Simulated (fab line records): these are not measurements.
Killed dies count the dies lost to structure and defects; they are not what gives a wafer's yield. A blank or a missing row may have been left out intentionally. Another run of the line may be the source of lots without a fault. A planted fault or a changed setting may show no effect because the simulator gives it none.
Chamber matching -- flow ritCmos -- RIT_CONTACT_ETCH_11 on rieDiel-04 has 4 sister chambers
The step etches SiO2 in CHF3/CF4/Ar, stops on TiSi2, target depth 480 nm, time 320 s. 7 wafers are shown with their chamber, then 7 later ones without.

WAFERS WITH THEIR CHAMBER
wafer,chamber,throttleValvePct (%),drypumpMotorCurrentA (A)
L687.1,1,8.78,5.7
L687.4,3,9.01,5.5
L693.1,2,9.05,6.2
L693.4,0,8.91,6.2
L693.6,1,8.81,5.8
L696.2,3,9.02,5.4
L696.4,2,9.06,6.2

WAFERS MISSING THEIR CHAMBER
wafer,throttleValvePct (%),drypumpMotorCurrentA (A)
L696.5,9.05,5.4
L699.2,9.03,5.5
L699.3,9.06,6.2
L699.4,8.89,6.2
L701.3,8.80,5.7
L701.4,9.03,5.5
L701.6,8.90,6.2

CHAMBER TAKEN BY EACH
wafer,from the rows above,in truth
L696.5,3,3
L699.2,3,3
L699.3,2,2
L699.4,0,0
L701.3,1,1
L701.4,3,3
L701.6,0,0
7 of 7 placed correctly. Can't be placed from these rows: 0. Wrongly placed: 0.
How it was worked out, from the rows above alone: a wafer's distance from a chamber is the root of the sum, over the readings, of the square of ((its reading less the chamber's mean) divided by the reading's scatter). The wafer belongs to the nearest chamber; if the next one is less than 2 further off, it can't be placed. The mean given for a chamber averages the wafers shown for that chamber. The scatter: take each reading less its chamber's mean, square it, sum over the shown wafers, divide by the number of wafers less the number of chambers, and take the root.
